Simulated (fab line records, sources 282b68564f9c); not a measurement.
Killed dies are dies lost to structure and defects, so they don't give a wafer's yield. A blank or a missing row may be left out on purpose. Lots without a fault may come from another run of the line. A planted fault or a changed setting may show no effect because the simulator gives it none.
fab line records | flow rit_cmos
record lots=6 wafers=18 last_day=8
route steps=202 shown CONTACT@176 M1@184
lots that met no fault: from a run of the same line without faults
start_h: hours from the record's first day to the start of the lot's first wafer shown | wait_h: hours since the lot's step before | " the same as in the row above | L1.1+2: a row that stands for several wafers | - no value, or no start given | * or withheld: withheld | < > ~ a bound
route shown NAME@n: a module of which the file shows steps, and the number in the route of the first | usual: mean/standard deviation of fault-free wafers | same: alike in all rows | chamber/n: place in a boat | sites: the reading at each site | _std_site: their standard deviation | _edge_site: outer sites' mean less inner sites' | radius_mm: how far each site lies from the wafer's centre | mask NAME#n: copy n | behind: the tool/chamber that last shaped the wafer | hold: why the lot was held/for how many hours/how that ended | device: the transistor (n, p or np) that didn't switch | end of line: the same wafers' tests at the end of the route | a step without rows: its recipe alone | killed: dies lost to structure and defects at the first sort, not the wafer's yield | map: a wafer's dies, x killed, . not, _ none there
set.NAME: the setting as run; set.NAME@STEP: as run at that earlier step | model.NAME: the simulator's own value behind a step, which no gauge read
lots at some steps of the route; a table a step, a row a wafer
services: from which hour (start_h, from the record's first day; less than 0 if before it) a tool's chamber was out of use, for how many hours, and why
## steps
# step RIT_CONTACT_CD_MEAS_08
# recipe target_cd_nm=1000
# usual cd_nm=999.4/2.1
# columns lot.wafer tool chamber start_h wait_h cd_nm
L555.2 cd_sem-02 - 96.16 - 1001.1
L555.4 " - " " 1000.8
L555.5 " - " " 1000.4
L557.1 cd_sem-02 - 108.30 - 1000.6
L557.3 " - " " 998.4
L557.5 " - " " 999.7
L559.2 cd_sem-01 - 115.96 - 1000.4
L559.4 " - " " 998.1
L559.5 " - " " 999.3
L567.4 cd_sem-02 - 155.99 - 994.8
L567.5 " - " " 998.6
L567.6 " - " " 996.2
L568.1 cd_sem-01 - 160.80 - 1003.6
L568.4 " - " " 1003.1
L568.6 " - " " 1002.7
L571.4 cd_sem-02 - 176.06 - 1002.9
L571.5 " - " " 1000.8
L571.6 " - " " 1001.8
# step RIT_CONTACT_OVL_MEAS_09
# usual CONTACT_OVL=-0.3/1.6
# columns lot.wafer tool chamber start_h wait_h CONTACT_OVL[nm]
L555.2 overlay-01 - 96.27 0.1 0.6
L555.4 " - " " 0.7
L555.5 " - " " -0.1
L557.1 overlay-02 - 108.42 0.1 -0.7
L557.3 " - " " -1.5
L557.5 " - " " 0.1
L559.2 overlay-01 - 116.07 0.1 -0.4
L559.4 " - " " 0.2
L559.5 " - " " -1.2
L567.4 overlay-02 - 156.07 0.1 -0.3
L567.5 " - " " 0.4
L567.6 " - " " 0.4
L568.1 overlay-01 - 160.92 0.1 -1.1
L568.4 " - " " 2.5
L568.6 " - " " -0.4
L571.4 overlay-01 - 176.14 0.1 2.5
L571.5 " - " " 1.6
L571.6 " - " " 2.1
# step RIT_CONTACT_HARDBAKE_10
# recipe resist=NOVOLAK temp_c=140 time_s=60
# step RIT_CONTACT_ETCH_11
# recipe target_depth_a=4800 over_etch_frac=0.2 stop_on=TiSi2 chemistry=CHF3/CF4/Ar target=SiO2 CHF3_flow_sccm=50 cf4_flow_sccm=10 Ar_flow_sccm=100 O2_flow_sccm=5 pressure_mtorr=100 rf_w=200 time_s=320
# usual drypump_motor_current_A=5.5/0.52 oes_product_au=0.981/0.017 throttle_valve_pct=8.87/0.1
# columns lot.wafer tool chamber start_h wait_h drypump_motor_current_A oes_product_au rf_hours_counter_h throttle_valve_pct
L555.2 rie_diel-04 3 96.45 0.1 4.8 0.989 3 8.85
L555.4 " 1 " " 6.1 0.982 25 8.91
L555.5 " 1 " " 6.1 0.983 - 8.91
L557.1 rie_diel-04 2 108.60 0.1 5.2 0.959 19 8.79
L557.3 " 0 " " 6.2 0.982 4 8.93
L557.5 " 2 " " 5.2 0.965 - 8.76
L559.2 rie_diel-02 1 116.25 0.1 6.0 0.974 15 8.88
L559.4 " 3 " " 6.1 1.002 40 8.85
L559.5 " 3 " " 6.1 1.003 - 8.87
L567.4 rie_diel-01 1 156.31 0.1 5.6 0.975 117 8.88
L567.5 " 3 " " 5.1 0.976 - 8.83
L567.6 " 2 " " 4.9 0.991 - 8.89
L568.1 rie_diel-04 0 161.11 0.1 6.2 0.986 5 8.91
L568.4 " 1 " " 6.1 0.990 26 8.93
L568.6 " 1 " " 6.1 0.979 - 8.94
L571.4 rie_diel-01 3 176.31 0.1 5.1 0.976 6 8.82
L571.5 " 0 " " 5.2 1.029 - 8.85
L571.6 " 1 " " 5.5 0.978 - 8.88
# step RIT_CONTACT_STRIP_12
# recipe chemistry=O2 time_s=180 resist=NOVOLAK platen_temp_c=withheld power_w=500 pressure_mtorr=4000 o2_flow_sccm=4000
# usual drypump_motor_current_A=5.8/0.45
# columns lot.wafer tool chamber start_h wait_h drypump_motor_current_A rf_hours_counter_h
L555.2 plasma_asher-02 1 96.64 0.1 5.3 43
L555.4 " 0 " " 6.1 -
L555.5 " 1 " " 5.3 -
L557.1 plasma_asher-03 0 108.80 0.1 6.4 47
L557.3 " 0 " " 6.4 -
L557.5 " 1 " " 6.3 -
L559.2 plasma_asher-02 1 116.44 0.1 5.3 45
L559.4 " 0 " " 6.1 -
L559.5 " 1 " " 5.2 -
L567.4 plasma_asher-01 1 156.56 0.2 5.6 -
L567.5 " 0 " " 5.4 -
L567.6 " 1 " " 5.6 -
L568.1 plasma_asher-01 1 161.30 0.1 5.6 36
L568.4 " 1 " " 5.6 -
L568.6 " 0 " " 5.4 -
L571.4 plasma_asher-02 1 176.56 0.2 5.2 -
L571.5 " 1 " " 5.3 -
L571.6 " 0 " " 6.1 -
# step RIT_CONTACT_CD_MEAS_90
# recipe target_cd_nm=1000
# usual cd_nm=999.5/2.2
# columns lot.wafer tool chamber start_h wait_h cd_nm
L555.2 cd_sem-01 - 96.83 0.1 1000.9
L555.4 " - " " 1000.8
L555.5 " - " " 1000.8
L557.1 cd_sem-01 - 108.97 0.1 1000.7
L557.3 " - " " 998.0
L557.5 " - " " 999.9
L559.2 cd_sem-01 - 116.64 0.1 1001.0
L559.4 " - " " 998.3
L559.5 " - " " 999.4
L567.4 cd_sem-01 - 156.74 0.1 995.0
L567.5 " - " " 998.5
L567.6 " - " " 996.0
L568.1 cd_sem-02 - 161.48 0.1 1003.5
L568.4 " - " " 1003.6
L568.6 " - " " 1003.0
L571.4 cd_sem-02 - 176.74 0.1 1002.3
L571.5 " - " " 1001.1
L571.6 " - " " 1002.3
# step RIT_CONTACT_CLEAN_13
# recipe chemistry=SC1 mix=3:3:50 time_s=600 temp_c=75
# step RIT_CONTACT_CLEAN_14
# recipe chemistry=SC2 mix=3:3:50 time_s=600 temp_c=75 dry=n2_spin
# step RIT_M1_SPUTTER_00
# recipe material=Al target_thk_nm=400 power_w=2000 chamber_pressure_pa=0.4 gas=Ar time_s=500 substrate_temp_c=25
# usual throttle_valve_pct=30.2/0.99
# columns lot.wafer tool chamber start_h wait_h throttle_valve_pct
L555.2 pvd_sputter-04 - 97.30 0.0 30.0
L555.4 " - " " 31.4
L555.5 " - " " 31.1
L557.1 pvd_sputter-01 - 109.44 0.0 28.5
L557.3 " - " " 30.8
L557.5 " - " " 28.7
L559.2 pvd_sputter-01 - 117.09 0.0 28.4
L559.4 " - " " 30.8
L559.5 " - " " 28.5
L567.4 pvd_sputter-04 - 157.22 0.0 31.2
L567.5 " - " " 30.3
L567.6 " - " " 31.3
L568.1 pvd_sputter-02 - 162.02 0.0 31.3
L568.4 " - " " 29.4
L568.6 " - " " 29.6
L571.4 pvd_sputter-01 - 177.15 0.0 31.0
L571.5 " - " " 28.6
L571.6 " - " " 31.2
# step RIT_M1_RS_MEAS_01
# recipe thk_meas_gauge=four-point-probe reads=Al_of_M1_SPUTTER_00
# usual M1_AL_RS=0.0732/0.00068
# columns lot.wafer tool chamber start_h wait_h M1_AL_RS[ohm/sq]
L555.2 film_metro-04 - 97.61 0.2 0.0719
L555.4 " - " " 0.0728
L555.5 " - " " 0.0722
L557.1 film_metro-04 - 109.74 0.1 0.0723
L557.3 " - " " 0.0727
L557.5 " - " " 0.0721
L559.2 film_metro-04 - 117.40 0.2 0.0744
L559.4 " - " " 0.0748
L559.5 " - " " 0.0739
L567.4 film_metro-04 - 157.58 0.2 0.0737
L567.5 " - " " 0.0743
L567.6 " - " " 0.0738
L568.1 film_metro-04 - 162.31 0.1 0.0728
L568.4 " - " " 0.0728
L568.6 " - " " 0.0727
L571.4 film_metro-04 - 177.50 0.2 0.0732
L571.5 " - " " 0.0731
L571.6 " - " " 0.0731
# step RIT_M1_THK_MEAS_02
# recipe thk_meas_gauge=xrf reads=Al_of_M1_SPUTTER_00
# usual M1_AL_THK=402/3.9
# columns lot.wafer tool chamber start_h wait_h M1_AL_THK[nm]
L555.2 film_metro-04 - 97.72 0.1 411
L555.4 " - " " 404
L555.5 " - " " 408
L557.1 film_metro-04 - 109.86 0.1 410
L557.3 " - " " 407
L557.5 " - " " 408
L559.2 film_metro-04 - 117.51 0.1 395
L559.4 " - " " 395
L559.5 " - " " 398
L567.4 film_metro-04 - 157.67 0.1 400
L567.5 " - " " 396
L567.6 " - " " 401
L568.1 film_metro-04 - 162.43 0.1 406
L568.4 " - " " 405
L568.6 " - " " 408
L571.4 film_metro-04 - 177.59 0.1 401
L571.5 " - " " 401
L571.6 " - " " 402
# step RIT_M1_HMDS_03
# recipe prime_time_s=60 prime_temp_c=140
# step RIT_M1_COAT_04
# recipe resist=NOVOLAK spin_rpm=2000 resist_thk_nm=1300
# columns lot.wafer tool chamber start_h wait_h model.NOVOLAK_of_M1_COAT_04.thk_nm
L555.2 litho_track-04 0 97.95 0.1 715.2
L555.4 " 0 " " 717.2
L555.5 " 0 " " 715.7
L557.1 litho_track-04 0 110.07 0.1 717.5
L557.3 " 0 " " 715.5
L557.5 " 0 " " 717.1
L559.2 litho_track-03 0 117.74 0.1 1305
L559.4+5 " 0 " " 1303
L567.4 litho_track-01 0 157.92 0.1 1306
L567.5 " 0 " " 1308
L567.6 " 0 " " 1304
L568.1+6 litho_track-03 0 162.64 0.1 1302
L568.4 " 0 " " 1303
L571.4+6 litho_track-04 0 177.86 0.1 1300
L571.5 " 0 " " 1303
# step RIT_M1_SOFTBAKE_05
# recipe resist=NOVOLAK temp_c=90 time_s=60
# step RIT_M1_EXPOSE_06
# recipe mask_id=M12 na=0.6 source_shape=conventional sigma_outer=0.5 target_cd_nm=2600 dose_mj=250
# step RIT_M1_PEB_07
# recipe resist=NOVOLAK temp_c=withheld time_s=withheld
# step RIT_M1_DEVELOP_08
# recipe resist=NOVOLAK develop_time_s=68 dev_temp_c=23
# step RIT_M1_CD_MEAS_09
# recipe target_cd_nm=2600
# usual cd_nm=2600.1/2.9
# columns lot.wafer tool chamber start_h wait_h cd_nm
L555.2 cd_sem-02 - 98.67 - 2528.3
L555.4 " - " " 2531.0
L555.5 " - " " 2532.0
L557.1 cd_sem-01 - 110.80 - 2536.9
L557.3 " - " " 2537.3
L557.5 " - " " 2541.0
L559.2 cd_sem-02 - 118.46 - 2602.8
L559.4 " - " " 2602.4
L559.5 " - " " 2601.2
L567.4 cd_sem-01 - 158.87 - 2601.6
L567.5 " - " " 2601.6
L567.6 " - " " 2599.9
L568.1 cd_sem-01 - 163.50 - 2599.5
L568.4 " - " " 2600.9
L568.6 " - " " 2600.8
L571.4 cd_sem-01 - 178.70 - 2600.9
L571.5 " - " " 2601.8
L571.6 " - " " 2602.0
# step RIT_M1_OVL_MEAS_10
# usual M1_OVL=-0.7/1.8
# columns lot.wafer tool chamber start_h wait_h M1_OVL[nm]
L555.2 overlay-01 - 98.78 0.1 0.2
L555.4 " - " " -0.8
L555.5 " - " " -0.6
L557.1 overlay-02 - 110.92 0.1 -3.1
L557.3 " - " " -3.8
L557.5 " - " " -1.0
L559.2 overlay-01 - 118.57 0.1 -2.3
L559.4 " - " " -0.5
L559.5 " - " " -1.7
L567.4 overlay-01 - 158.94 0.1 -4.4
L567.5 " - " " -4.1
L567.6 " - " " -1.7
L568.1 overlay-01 - 163.62 0.1 -0.8
L568.4 " - " " 0.6
L568.6 " - " " 0.5
L571.4 overlay-02 - 178.78 0.1 -1.6
L571.5 " - " " -1.0
L571.6 " - " " -2.2
# step RIT_M1_HARDBAKE_11
# recipe resist=NOVOLAK temp_c=140 time_s=120
# step RIT_M1_METAL_ETCH_12
# recipe stop_on=SiO2 chemistry=Cl2/BCl3 target=Al time_s=165 over_etch_frac=0.5 pressure_mtorr=100 target_depth_a=6000 rf_w=250 Cl2_flow_sccm=60 bcl3_flow_sccm=50
# usual drypump_motor_current_A=6.1/0.44 oes_product_au=0.779/0.011 throttle_valve_pct=8.23/0.12
# columns lot.wafer tool chamber start_h wait_h drypump_motor_current_A oes_product_au rf_hours_counter_h throttle_valve_pct model.NOVOLAK_of_M1_COAT_04.thk_nm model.M1.cd_nm
L555.2 rie_metal-01 1 99.22 0.2 6.6 0.797 39 8.13 300.5 -
L555.4 " 1 " " 6.6 0.789 - 8.13 303.4 2532
L555.5 " 0 " " 5.5 0.782 - 8.47 301.4 2531
L557.1 rie_metal-02 0 111.20 0.2 6.0 0.775 5 8.17 303 2538
L557.3 " 0 " " 6.0 0.769 - 8.17 301.3 2538
L557.5 " 0 " " 6.0 0.782 - 8.17 304.4 2542
L559.2 rie_metal-04 1 118.85 0.2 5.7 0.778 3 8.29 804.9 2604
L559.4 " 0 " " 6.8 0.745 - 8.09 807.8 2602
L559.5 " 1 " " 5.7 0.777 - 8.30 804.9 2602
L567.4 rie_metal-04 0 159.27 0.1 6.7 0.761 - 8.09 815 2602
L567.5 " 1 " " 5.7 0.780 - 8.30 815.3 2603
L567.6 " 0 " " 6.8 0.764 - 8.09 811 2602
L568.1 rie_metal-02 1 163.90 0.2 5.9 0.782 5 8.28 814.6 2600
L568.4 " 0 " " 5.9 0.775 - 8.16 813.9 2600
L568.6 " 0 " " 5.9 0.776 - 8.16 812.6 2599
L571.4 rie_metal-02 0 179.19 0.1 5.9 0.779 - 8.16 810.2 2600
L571.5 " 0 " " 5.9 0.769 - 8.17 810.6 2600
L571.6 " 1 " " 5.9 0.787 - 8.25 805.9 2602
# step RIT_M1_STRIP_13
# recipe chemistry=nmp resist=NOVOLAK temp_c=80 time_s=600 dry=n2_spin
# step RIT_M1_PROBE_99
# usual defect_limited_yield=97.5/1.1 killed_at_M0_to_M3=0.0/0.14 killed_at_contacts=0.1/0.27 killed_at_front_end=6.5/2.8 killed_dies=6.6/2.8 killed_open=3.5/2 killed_short=3.2/1.8 sort_bin_3_pad_short=0.1/0.26 sort_bin_5_function=1.5/0.72 sort_bin_6_memory=0.9/0.67 sort_n_pass=257.4/2.8 sort_yield_pct=97.5/1.1
# same gross_dies=264 killed_at_M4_up=0 killed_at_back_side=0 killed_at_other=0
# columns lot.wafer tool chamber start_h wait_h defect_limited_yield[%] killed_at_M0_to_M3 killed_at_contacts killed_at_front_end killed_dies killed_open killed_short sort_bin_3_pad_short[%] sort_bin_5_function[%] sort_bin_6_memory[%] sort_n_pass sort_yield_pct[%] model.etest.m1.width_nm
L555.2 prober-01 - 101.54 0.1 99.2 0 0 2 2 1 1 0 0.8 0 262.0 99.2 2526
L555.4 prober-01 - 101.64 0.2 97.0 0 0 8 8 6 2 0 1.1 1.9 256.0 97.0 2536
L555.5 prober-01 - 101.69 0.2 98.5 0 0 4 4 2 2 0 0.4 1.1 260.0 98.5 2535
L557.1 prober-01 - 113.46 0.1 97.7 0 0 6 6 0 6 0 1.5 0.8 258.0 97.7 2542
L557.3 prober-01 - 113.56 0.2 98.5 0 0 4 4 2 2 0 1.5 0 260.0 98.5 2544
L557.5 prober-01 - 113.66 0.2 96.6 1 0 8 9 6 2 0 2.3 1.1 255.0 96.6 2539
L559.2 prober-01 - 121.15 0.1 98.9 0 0 3 3 1 2 0 0.8 0.4 261.0 98.9 2606
L559.4 prober-01 - 121.25 0.2 96.2 0 0 10 10 7 3 0 1.9 1.9 254.0 96.2 2600
L559.5 prober-01 - 121.30 0.2 96.2 0 0 10 10 8 2 0 1.9 1.9 254.0 96.2 2594
L567.4 prober-02 - 161.61 0.2 97.7 0 0 6 6 5 1 0 1.9 0.4 258.0 97.7 2605
L567.5 prober-02 - 161.66 0.2 98.5 0 0 4 4 2 2 0 1.5 0 260.0 98.5 2602
L567.6 prober-02 - 161.71 0.2 97.3 0 1 6 7 2 5 0 0.8 1.9 257.0 97.3 2602
L568.1 prober-01 - 166.15 0.1 98.1 0 0 5 5 2 3 0.8 0.8 0.4 259.0 98.1 2605
L568.4 prober-01 - 166.30 0.2 96.2 0 0 10 10 3 7 0 2.7 1.1 254.0 96.2 2592
L568.6 prober-01 - 166.40 0.2 97.3 0 0 7 7 3 4 0.4 1.5 0.8 257.0 97.3 2603
L571.4 prober-02 - 181.54 0.2 97.0 0 0 8 8 5 3 0 1.1 1.9 256.0 97.0 2601
L571.5 prober-02 - 181.59 0.2 98.1 0 1 4 5 2 3 0.4 1.5 0 259.0 98.1 2598
L571.6 prober-02 - 181.64 0.2 97.7 0 0 6 6 5 1 0.4 1.5 0.4 258.0 97.7 2603
# killed by level:class
L555.2 GATE:geometric_particle:short=1 GATE:geometric_particle:open=1
L555.4 SILICIDE:geometric_particle:open=3 FOX1:geometric_particle:open=1 FOX2:geometric_particle:short=1 FOX2:geometric_particle:open=1 GATE:geometric_particle:short=1 GATE:geometric_particle:open=1
L555.5 FOX1:geometric_particle:open=1 FOX2:geometric_particle:short=1 GATE:geometric_particle:short=1 GATE:geometric_particle:open=1
L557.1 GATE:geometric_particle:short=5 SILICIDE:geometric_particle:short=1
L557.3 GATE:geometric_particle:open=2 GATE:geometric_particle:short=1 REOX:geometric_particle:short=1
L557.5 GATE:geometric_particle:open=5 GATE:geometric_particle:short=2 FOX1:geometric_particle:open=1 M1:area_expose=1
L559.2 FOX1:geometric_particle:open=1 GATE:geometric_particle:short=1 REOX:geometric_particle:short=1
L559.4 GATE:geometric_particle:short=3 GATE:geometric_particle:open=3 FOX2:geometric_particle:open=1 REOX:geometric_particle:open=1 SPACER:geometric_particle:open=1 SILICIDE:geometric_particle:open=1
L559.5 REOX:geometric_particle:open=3 GATE:geometric_particle:open=2 ACTIVE:geometric_particle:short=1 FOX1:geometric_particle:short=1 FOX1:geometric_particle:open=1 SPACER:geometric_particle:open=1 SILICIDE:geometric_particle:open=1
L567.4 GATE:geometric_particle:open=3 GATE:geometric_particle:short=1 REOX:geometric_particle:open=1 SILICIDE:geometric_particle:open=1
L567.5 GATE:geometric_particle:short=2 GATE:geometric_particle:open=1 SILICIDE:geometric_particle:open=1
L567.6 GATE:geometric_particle:short=4 GATE:geometric_particle:open=1 REOX:geometric_particle:short=1 CONTACT:geometric_particle:open=1
L568.1 GATE:geometric_particle:open=2 GATE:geometric_particle:short=1 SPACER:geometric_particle:short=1 SILICIDE:geometric_particle:short=1
L568.4 GATE:geometric_particle:short=3 SILICIDE:geometric_particle:short=2 FOX1:geometric_particle:short=1 FOX2:geometric_particle:short=1 GATE:geometric_particle:open=1 REOX:geometric_particle:open=1 SILICIDE:geometric_particle:open=1
L568.6 GATE:geometric_particle:short=2 REOX:geometric_particle:short=2 SPACER:geometric_particle:open=2 FOX1:geometric_particle:open=1
L571.4 SPACER:geometric_particle:open=3 GATE:geometric_particle:short=2 GATE:geometric_particle:open=1 SPACER:geometric_particle:short=1 SILICIDE:geometric_particle:open=1
L571.5 GATE:geometric_particle:open=1 GATE:geometric_particle:short=1 REOX:geometric_particle:short=1 SPACER:geometric_particle:short=1 CONTACT:geometric_particle:open=1
L571.6 GATE:geometric_particle:open=3 SPACER:geometric_particle:open=1 SPACER:geometric_particle:short=1 SILICIDE:geometric_particle:open=1
## services
# columns tool chamber start_h hours kind
rie_metal-04 - 92.72 0.5 repair
pvd_sputter-01 - 93.47 4.7 repair
plasma_asher-02 - 105.30 1.3 repair
pvd_sputter-02 - 107.52 1.8 repair
rie_metal-02 0 127.95 6.3 repair
rie_diel-04 - 133.04 5.4 repair
rie_metal-01 - 136.12 20.0 pm
rie_metal-01 0 136.12 20.0 vent_cycle
rie_metal-01 1 136.12 20.0 vent_cycle
plasma_asher-03 - 144.51 2.1 repair
pvd_sputter-01 - 147.13 0.9 repair
rie_diel-02 - 149.50 0.5 repair
rie_metal-01 0 156.12 - clean
rie_metal-01 1 156.12 - clean
## key
first_sign step=RIT_M1_CD_MEAS_09 reading=cd_nm direction=down sigmas=23 usual=2600.1 struck=2534.4 through=control_loop
effect none on later readings
model_effect step=RIT_M1_COAT_04 value=NOVOLAK_of_M1_COAT_04.thk_nm without=1302 struck=716.4
model_effect step=RIT_M1_METAL_ETCH_12 value=NOVOLAK_of_M1_COAT_04.thk_nm without=808.3 struck=302.3
model_effect step=RIT_M1_PROBE_99 value=etest.m1.width_nm without=2601 struck=2537
met_at RIT_M1_COAT_04
struck_wafers L555.2,L555.4,L555.5,L557.1,L557.3,L557.5
loop_trim step=RIT_M1_EXPOSE_06 setting=dose lots=L557
fault kind=process_parameter_drift tool=litho_track-04 chamber=- onset_h=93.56 steps=RIT_M1_COAT_04 channel=resist_thk_nm offset=-585 shape=step end_h=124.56 acts_in=these_recipes_only stated=1300
# loop_trim: a control loop set the setting to another value than it would have without faults
